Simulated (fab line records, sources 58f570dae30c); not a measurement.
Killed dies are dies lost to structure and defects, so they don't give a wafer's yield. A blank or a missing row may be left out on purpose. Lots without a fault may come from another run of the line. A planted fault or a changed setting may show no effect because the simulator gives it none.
fab line records | flow berkeley_cmos170
record lots=14 wafers=42 last_day=11
route steps=331 shown NVT@110 M1@240 M2@289 V2@304
lots that met no fault: from a run of the same line without faults
start_h: hours from the record's first day to the start of the lot's first wafer shown | wait_h: hours since the lot's step before | " the same as in the row above | L1.1+2: a row that stands for several wafers | - no value, or no start given | * or withheld: withheld | < > ~ a bound
route shown NAME@n: a module of which the file shows steps, and the number in the route of the first | usual: mean/standard deviation of fault-free wafers | same: alike in all rows | chamber/n: place in a boat | sites: the reading at each site | _std_site: their standard deviation | _edge_site: outer sites' mean less inner sites' | radius_mm: how far each site lies from the wafer's centre | mask NAME#n: copy n | behind: the tool/chamber that last shaped the wafer | hold: why the lot was held/for how many hours/how that ended | device: the transistor (n, p or np) that didn't switch | end of line: the same wafers' tests at the end of the route | a step without rows: its recipe alone | killed: dies lost to structure and defects at the first sort, not the wafer's yield | map: a wafer's dies, x killed, . not, _ none there
set.NAME: the setting as run; set.NAME@STEP: as run at that earlier step | model.NAME: the simulator's own value behind a step, which no gauge read
steps of the route over a sample of lots; a table a step, a row a wafer
services: from which hour (start_h, from the record's first day; less than 0 if before it) a tool's chamber was out of use, for how many hours, and why
## steps
# step UCB170_NVT_OVL_MEAS_06
# usual NVT_OVL=0/6.1
# columns lot.wafer tool chamber start_h wait_h NVT_OVL[nm]
L427.1 overlay-02 - 114.30 - -7
L427.2 " - " " 0
L427.4 " - " " 3
L429.1 overlay-01 - 119.67 - 6
L429.3 " - " " 6
L429.6 " - " " 6
L428.2 overlay-01 - 119.97 - 9
L428.4 " - " " 0
L428.5 " - " " -11
L431.1 overlay-02 - 127.45 - 6
L431.3 " - " " 6
L431.5 " - " " 7
L436.1 overlay-01 - 150.23 - 6
L436.2 " - " " 9
L436.6 " - " " 3
L435.2 overlay-02 - 150.38 - -1
L435.4 " - " " -3
L435.5 " - " " 4
L438.1 overlay-02 - 170.78 - -2
L438.2 " - " " 8
L438.3 " - " " 0
L440.1 overlay-02 - 171.05 - 3
L440.5 " - " " 4
L440.6 " - " " -2
L442.1 overlay-01 - 178.83 - 11
L442.5 " - " " 2
L442.6 " - " " 2
L443.2 overlay-02 - 198.20 - 1
L443.4 " - " " -2
L443.5 " - " " -7
L445.1 overlay-02 - 204.14 - 10
L445.5 " - " " 8
L445.6 " - " " -3
L448.1 overlay-01 - 204.29 - 2
L448.2 " - " " 0
L448.3 " - " " 2
L449.1 overlay-02 - 204.42 - -4
L449.2 " - " " -17
L449.4 " - " " -17
L447.2 overlay-01 - 204.82 - -11
L447.4 " - " " -4
L447.5 " - " " 5
# step UCB170_M1_THK_MEAS_02
# recipe thk_meas_gauge=xrf reads=Al_of_M1_SPUTTER_00
# usual M1_AL_THK=594/7.9
# columns lot.wafer tool chamber start_h wait_h M1_AL_THK[nm]
L428.2 film_metro-04 - 155.54 0.1 585
L428.4 " - " " 596
L428.5 " - " " 599
L427.1 film_metro-04 - 158.03 0.1 594
L427.2 " - " " 596
L427.4 " - " " 589
L429.1 film_metro-02 - 158.38 0.1 583
L429.3 " - " " 588
L429.6 " - " " 593
L431.1 film_metro-04 - 163.28 0.1 588
L431.3 " - " " 601
L431.5 " - " " 594
L436.1 film_metro-03 - 187.23 0.1 593
L436.2 " - " " 592
L436.6 " - " " 596
L435.2 film_metro-04 - 187.55 0.1 595
L435.4 " - " " 589
L435.5 " - " " 599
L438.1 film_metro-03 - 208.06 0.1 588
L438.2 " - " " 592
L438.3 " - " " 583
L440.1 film_metro-02 - 208.48 0.1 588
L440.5 " - " " 579
L440.6 " - " " 577
L442.1 film_metro-04 - 214.69 0.1 599
L442.5 " - " " 600
L442.6 " - " " 601
L443.2 film_metro-02 - 230.69 0.1 594
L443.4 " - " " 592
L443.5 " - " " 601
L448.1 film_metro-04 - 240.28 0.1 592
L448.2 " - " " 602
L448.3 " - " " 595
L447.2 film_metro-04 - 242.41 0.1 606
L447.4 " - " " 588
L447.5 " - " " 605
L449.1 film_metro-02 - 242.57 0.1 593
L449.2 " - " " 594
L449.4 " - " " 586
L445.1 film_metro-02 - 244.08 0.1 586
L445.5 " - " " 592
L445.6 " - " " 599
# step UCB170_M2_METAL_ETCH_18
# recipe chemistry=Cl2/BCl3 target=Al stop_on=SiO2 pressure_mtorr=12 target_depth_a=11700 over_etch_frac=0.3 time_s=195 icp_w=600 bias_w=120 Cl2_flow_sccm=90 bcl3_flow_sccm=45
# usual drypump_motor_current_A=6.24/0.26 mfc_cl2_sccm=90.00/0.27 oes_product_au=0.848/0.016 rf_fwd_power_W=597.7/2 throttle_valve_pct=24.35/0.28
# columns lot.wafer tool chamber start_h wait_h drypump_motor_current_A mfc_cl2_sccm oes_product_au rf_fwd_power_W rf_hours_counter_h throttle_valve_pct
L428.2 rie_metal-03 1 166.38 - 6.54 89.95 0.845 594.4 7.0 24.69
L428.4 " 1 " " 6.54 89.61 0.863 591.6 - 24.70
L428.5 " 1 " " 6.54 90.03 0.858 593.7 - 24.68
L427.1 rie_metal-01 0 166.66 - 5.80 89.76 0.842 595.2 10.2 24.76
L427.2 " 1 " " 6.37 89.79 0.845 593.2 6.8 24.28
L427.4 " 0 " " 5.78 90.19 0.828 598.5 - 24.77
L429.1 rie_metal-02 1 166.99 - 6.36 89.79 0.860 599.3 7.6 24.15
L429.3 " 0 " " 5.94 89.93 0.876 598.1 - 24.00
L429.6 " 0 " " 5.89 90.10 0.877 598.0 - 24.00
L431.1 rie_metal-02 1 175.20 - 6.36 89.70 0.854 599.1 8.0 24.16
L431.3 " 0 " " 5.92 89.41 0.858 601.9 - 24.00
L431.5 " 1 " " 6.36 90.01 0.843 598.4 - 24.14
L436.1 rie_metal-03 0 200.05 - 6.43 90.09 0.824 597.0 3.9 24.23
L436.2 " 1 " " 6.52 90.13 0.860 599.8 8.0 24.69
L436.6 " 0 " " 6.37 90.21 0.829 597.2 - 24.24
L435.2 rie_metal-02 1 200.30 - 6.32 89.99 0.867 594.4 8.6 24.14
L435.4 " 1 " " 6.32 90.18 0.864 595.6 - 24.15
L435.5 " 0 " " 5.94 89.60 0.865 598.3 - 24.00
L438.1 rie_metal-02 0 218.09 - 5.96 89.82 0.867 600.4 6.9 24.01
L438.2 " 1 " " 6.32 89.13 0.855 595.0 9.2 24.14
L438.3 " 1 " " 6.34 89.63 0.853 595.4 - 24.14
L440.1 rie_metal-01 1 218.60 - 6.38 89.84 0.833 595.8 8.2 24.30
L440.5 " 1 " " 6.41 89.94 0.833 595.6 - 24.29
L440.6 " 0 " " 5.81 89.93 0.836 596.5 - 24.76
L442.1 rie_metal-01 0 226.65 - 5.79 89.41 0.847 599.7 11.8 24.77
L442.5 " 1 " " 6.39 89.78 0.855 598.8 - 24.29
L442.6 " 0 " " 5.78 89.54 0.841 595.5 - 24.75
L443.2 rie_metal-03 1 240.73 - 6.55 89.50 0.843 596.2 9.0 24.70
L443.4 " 1 " " 6.52 89.97 0.843 596.9 - 24.68
L443.5 " 1 " " 6.52 89.93 0.847 599.7 - 24.71
L449.1 rie_metal-01 0 255.18 - 5.79 90.40 0.844 597.7 12.5 24.76
L449.2 " 1 " " 6.37 90.04 0.848 597.8 9.1 24.30
L449.4 " 0 " " 5.82 90.72 0.829 600.3 - 24.76
L448.1 rie_metal-03 1 255.30 - 6.52 89.91 0.860 599.8 9.4 24.69
L448.2 " 0 " " 6.42 90.08 0.828 597.7 5.3 24.22
L448.3 " 0 " " 6.41 89.92 0.821 597.3 - 24.24
L447.2 rie_metal-01 0 255.94 - 5.79 89.85 0.835 599.2 12.7 24.77
L447.4 " 1 " " 6.39 90.00 0.854 597.3 - 24.30
L447.5 " 0 " " 5.79 89.75 0.826 598.4 - 24.77
L445.1 rie_metal-03 1 256.19 - 6.51 89.97 0.867 595.7 9.6 24.69
L445.5 " 0 " " 6.36 90.37 0.828 598.1 - 24.23
L445.6 " 1 " " 6.50 89.83 0.862 597.5 - 24.66
# step UCB170_M2_STRIP_19
# recipe chemistry=O2 power_w=400 pressure_mtorr=3500 platen_temp_c=withheld o2_flow_sccm=400 overash_fraction=0.5
# usual drypump_motor_current_A=5.98/0.25 oes_product_au=0.533/0.016
# same overash_fraction=0.5
# columns lot.wafer tool chamber start_h wait_h drypump_motor_current_A oes_product_au rf_hours_counter_h
L428.2 plasma_asher-03 0 166.57 0.1 5.65 0.523 6
L428.4 " 0 " " 5.64 0.530 -
L428.5 " 1 " " 6.09 0.521 -
L427.1 plasma_asher-04 1 166.85 0.1 6.16 0.518 38
L427.2 " 0 " " 6.00 0.521 38
L427.4 " 0 " " 6.03 0.515 -
L429.1 plasma_asher-02 1 167.17 0.1 5.60 0.578 45
L429.3 " 1 " " 5.61 0.519 -
L429.6 " 0 " " 6.19 0.527 -
L431.1 plasma_asher-04 1 175.39 0.1 6.25 0.539 39
L431.3 " 1 " " 6.19 0.506 -
L431.5 " 0 " " 5.99 0.545 -
L436.1 plasma_asher-04 1 200.24 0.1 6.24 0.546 42
L436.2 " 0 " " 5.97 0.526 42
L436.6 " 1 " " 6.21 0.535 -
L435.2 plasma_asher-03 1 200.48 0.1 6.09 0.559 10
L435.4 " 0 " " 5.66 0.565 -
L435.5 " 1 " " 6.07 0.681 -
L438.1 plasma_asher-03 0 218.28 0.1 5.67 0.677 12
L438.2 " 1 " " 6.07 0.569 12
L438.3 " 0 " " 5.59 0.559 -
L440.1 plasma_asher-03 1 218.79 0.1 6.06 0.524 12
L440.5 " 1 " " 6.09 0.522 -
L440.6 " 0 " " 5.70 0.524 -
L442.1 plasma_asher-04 1 226.83 0.1 6.26 0.525 45
L442.5 " 1 " " 6.25 0.523 -
L442.6 " 0 " " 6.02 0.528 -
L443.2 plasma_asher-02 0 240.92 0.1 6.21 0.522 53
L443.4 " 0 " " 6.20 0.524 -
L443.5 " 0 " " 6.19 0.525 -
L449.1 plasma_asher-02 0 255.37 0.1 6.18 0.512 55
L449.2 " 1 " " 5.58 0.521 55
L449.4 " 0 " " 6.20 0.516 -
L448.1 plasma_asher-04 0 255.49 0.1 6.02 0.522 48
L448.2 " 1 " " 6.22 0.536 48
L448.3 " 0 " " 5.98 0.545 -
L447.2 plasma_asher-04 1 256.13 0.1 6.26 0.527 49
L447.4 " 1 " " 6.23 0.529 -
L447.5 " 0 " " 5.96 0.529 -
L445.1 plasma_asher-03 0 256.38 0.1 5.68 0.540 17
L445.5 " 0 " " 5.64 0.539 -
L445.6 " 1 " " 6.07 0.541 -
# step UCB170_M2_CD_MEAS_90
# recipe target_cd_nm=700
# usual cd_nm=700/3.6
# columns lot.wafer tool chamber start_h wait_h cd_nm
L428.2 cd_sem-02 - 166.69 0.1 701
L428.4 " - " " 700
L428.5 " - " " 702
L427.1 cd_sem-02 - 166.95 0.1 704
L427.2 " - " " 699
L427.4 " - " " 702
L429.1 cd_sem-01 - 167.27 0.1 704
L429.3 " - " " 698
L429.6 " - " " 698
L431.1 cd_sem-02 - 175.49 0.1 700
L431.3 " - " " 694
L431.5 " - " " 698
L436.1 cd_sem-01 - 200.34 0.1 699
L436.2 " - " " 703
L436.6 " - " " 704
L435.2 cd_sem-01 - 200.60 0.1 706
L435.4 " - " " 706
L435.5 " - " " 715
L438.1 cd_sem-02 - 218.38 0.1 708
L438.2 " - " " 702
L438.3 " - " " 701
L440.1 cd_sem-02 - 218.89 0.1 698
L440.5 " - " " 699
L440.6 " - " " 699
L442.1 cd_sem-01 - 226.93 0.1 697
L442.5 " - " " 698
L442.6 " - " " 697
L443.2 cd_sem-02 - 241.04 0.1 702
L443.4 " - " " 700
L443.5 " - " " 701
L449.1 cd_sem-02 - 255.51 0.1 695
L449.2 " - " " 699
L449.4 " - " " 699
L448.1 cd_sem-02 - 255.63 0.1 699
L448.2 " - " " 698
L448.3 " - " " 699
L447.2 cd_sem-02 - 256.25 0.1 701
L447.4 " - " " 702
L447.5 " - " " 700
L445.1 cd_sem-02 - 256.48 0.1 704
L445.5 " - " " 696
L445.6 " - " " 700
# step UCB170_V2_CD_MEAS_12
# recipe target_cd_nm=700
# usual cd_nm=699.4/1.5
# columns lot.wafer tool chamber start_h wait_h cd_nm
L428.2 cd_sem-02 - 168.61 - 700.8
L428.4 " - " " 702.0
L428.5 " - " " 699.9
L427.1 cd_sem-02 - 168.91 - 700.8
L427.2 " - " " 699.9
L427.4 " - " " 700.9
L429.1 cd_sem-01 - 169.38 - 700.2
L429.3 " - " " 699.2
L429.6 " - " " 699.3
L431.1 cd_sem-02 - 178.59 - 697.2
L431.3 " - " " 698.3
L431.5 " - " " 697.6
L436.1 cd_sem-01 - 202.46 - 700.9
L436.2 " - " " 699.1
L436.6 " - " " 701.0
L435.2 cd_sem-02 - 203.44 - 700.8
L435.4 " - " " 700.5
L435.5 " - " " 701.7
L438.1 cd_sem-02 - 221.46 - 699.1
L438.2 " - " " 699.9
L438.3 " - " " 698.7
L440.1 cd_sem-02 - 222.19 - 698.6
L440.5 " - " " 698.9
L440.6 " - " " 699.1
L442.1 cd_sem-02 - 228.94 - 698.0
L442.5 " - " " 696.7
L442.6 " - " " 697.6
L443.2 cd_sem-01 - 243.01 - 698.0
L443.4 " - " " 698.3
L443.5 " - " " 698.8
L449.1 cd_sem-02 - 259.33 - 702.0
L449.2 " - " " 702.2
L449.4 " - " " 701.9
L448.1 cd_sem-02 - 259.45 - 698.3
L448.2 " - " " 696.9
L448.3 " - " " 699.4
L447.2 cd_sem-02 - 260.07 - 697.7
L447.4 " - " " 698.0
L447.5 " - " " 696.9
L445.1 cd_sem-02 - 260.29 - 701.3
L445.5 " - " " 700.3
L445.6 " - " " 699.8
## services
# columns tool chamber start_h hours kind
rie_metal-03 - 193.47 1.2 repair
plasma_asher-02 - 207.21 2.6 repair
## key
first_sign step=UCB170_M2_STRIP_19 reading=oes_product_au direction=up sigmas=9.2 usual=0.533 struck=0.679
effect step=UCB170_M2_CD_MEAS_90 reading=cd_nm direction=up sigmas=3.3 usual=700 struck=711
met_at UCB170_M2_METAL_ETCH_18
struck_lots L435,L438
struck_wafers L435.5,L438.1
sort_left_out L435.5,L438.1
not_acting_at UCB170_NVT_OVL_MEAS_06,UCB170_M1_THK_MEAS_02,UCB170_V2_CD_MEAS_12
onset_between 175.20 200.30
fault kind=process_parameter_drift tool=rie_metal-02 chamber=0 onset_h=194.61 steps=UCB170_M2_METAL_ETCH_18 channel=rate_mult offset=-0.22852 shape=step end_h=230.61
# sort_left_out: the simulated sort isn't trusted on such a fault, so these wafers' sort isn't shown, and their yield isn't known
